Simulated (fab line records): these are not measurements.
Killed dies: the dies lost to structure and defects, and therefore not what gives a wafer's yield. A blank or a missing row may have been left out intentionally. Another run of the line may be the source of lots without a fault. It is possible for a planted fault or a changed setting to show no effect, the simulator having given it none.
Which tool is to blame? ; flow berkeley cmos170 ; Sampling: 14 lots, 42 wafers, 3 of 331 route steps

== WHAT THE GAUGES READ, wafer by wafer ==
UCB170_WELLDRIVE_THK_MEAS_02.
lot;measured;on;WELLDRIVE_OXIDE_THK (nm)
L616;day 5 03:16;film metro-03;195 197 195
L618;day 5 03:17;film metro-01;202 198 200
L617;day 5 03:18;film metro-03;203 208 205
L619;day 5 03:19;film metro-01;201 198 200
L620;day 5 03:22;film metro-03;200 202 199
L623;day 6 01:02;film metro-03;204 206 201
L622;day 6 11:28;film metro-01;202 200 200
L627;day 6 16:40;film metro-03;203 199 204
L629;day 7 00:24;film metro-03;202 195 197
L628;day 7 00:25;film metro-01;204 203 198
L633;day 7 20:31;film metro-04;201 204 200
L634;day 7 20:34;film metro-01;201 198 199
L635;day 8 11:25;film metro-04;194 194 196
L636;day 8 21:53;film metro-01;205 202 206

UCB170_PSD_OVL_MEAS_07.
lot;measured;on;PSD_OVL (nm)
L616;day 8 21:40;overlay-01;6 8 1
L618;day 8 21:47;overlay-02;5 7 3
L617;day 8 21:31;overlay-02;5 0 -2
L619;day 8 22:16;overlay-01;4 8 2
L620;day 8 22:02;overlay-02;13 8 8
L623;day 10 00:40;overlay-01;2 2 -2
L622;day 10 06:43;overlay-01;2 -5 -1
L627;day 10 07:03;overlay-01;0 2 -6
L629;day 10 23:25;overlay-02;14 4 8
L628;day 10 23:18;overlay-02;8 15 11
L633;day 11 16:39;overlay-02;6 7 10
L634;day 11 16:08;overlay-02;2 3 -1
L635;day 12 13:45;overlay-02;6 9 11
L636;day 12 20:51;overlay-01;1 -5 -7

UCB170_SILICIDE_RS_MEAS_02: measurement is done with a four-point probe.
lot;measured;on;SILICIDE_TI_RS (ohm/sq)
L616;day 9 01:26;film metro-04;24.67 24.52 24.43
L618;day 9 01:39;film metro-03;24.75 24.69 24.84
L617;day 9 01:11;film metro-04;24.91 24.66 24.62
L619;day 9 02:14;film metro-04;24.96 25.00 24.83
L620;day 9 01:58;film metro-03;24.78 24.90 24.93
L623;day 10 06:25;film metro-03;24.62 24.92 24.53
L622;day 10 11:17;film metro-04;24.60 24.96 24.92
L627;day 10 12:13;film metro-03;24.51 24.60 24.82
L629;day 11 06:16;film metro-04;24.91 24.92 24.96
L628;day 11 06:40;film metro-02;24.78 25.11 24.69
L633;day 11 20:37;film metro-03;24.73 24.85 24.79
L634;day 11 19:52;film metro-04;25.25 25.17 25.29
L635;day 12 17:30;film metro-04;24.68 24.65 24.59
L636;day 13 01:41;film metro-04;25.48 25.36 25.38

== WHAT TOOL EACH LOT RAN ON (gives the tool, then ch and the chambers of the sampled wafers, and finally the start) ==
The record shows no process step preceding these readings.

== WHAT THE TOOLS THEMSELVES READ (means of the sampled wafers that have a number; where no wafer has one, the mark that the record gives instead) ==
The record holds no such reading with a usual standard deviation.

== THE ANSWER, worked out from the rows above alone ==
Rule: what is usual is taken from the lots themselves. Put in order of their means at a reading, lots are off if they are a third of the lots or fewer, leave a main group of 4 or more, and stand apart from it by a gap of 3 or more times the standard deviation of the main group's means; of several such gaps the widest counts. If all means in a main group match to the digits the tables above print for the reading, that group is not used. Also off: a lot with no number at a reading for which 4 or more lots have one. The other lots that the step has rows for count as sound. Order of review: gauges by route order, followed by the tools' own readings, for which a lot's mean as printed above is used. The first step at which some lot is off is used, and at that step the reading that is off furthest; a lot without a number counts as furthest.
Across all readings shown, no lot is off: no conclusion can be drawn from this.

== WHAT THE SIMULATOR HAD INSERTED ==
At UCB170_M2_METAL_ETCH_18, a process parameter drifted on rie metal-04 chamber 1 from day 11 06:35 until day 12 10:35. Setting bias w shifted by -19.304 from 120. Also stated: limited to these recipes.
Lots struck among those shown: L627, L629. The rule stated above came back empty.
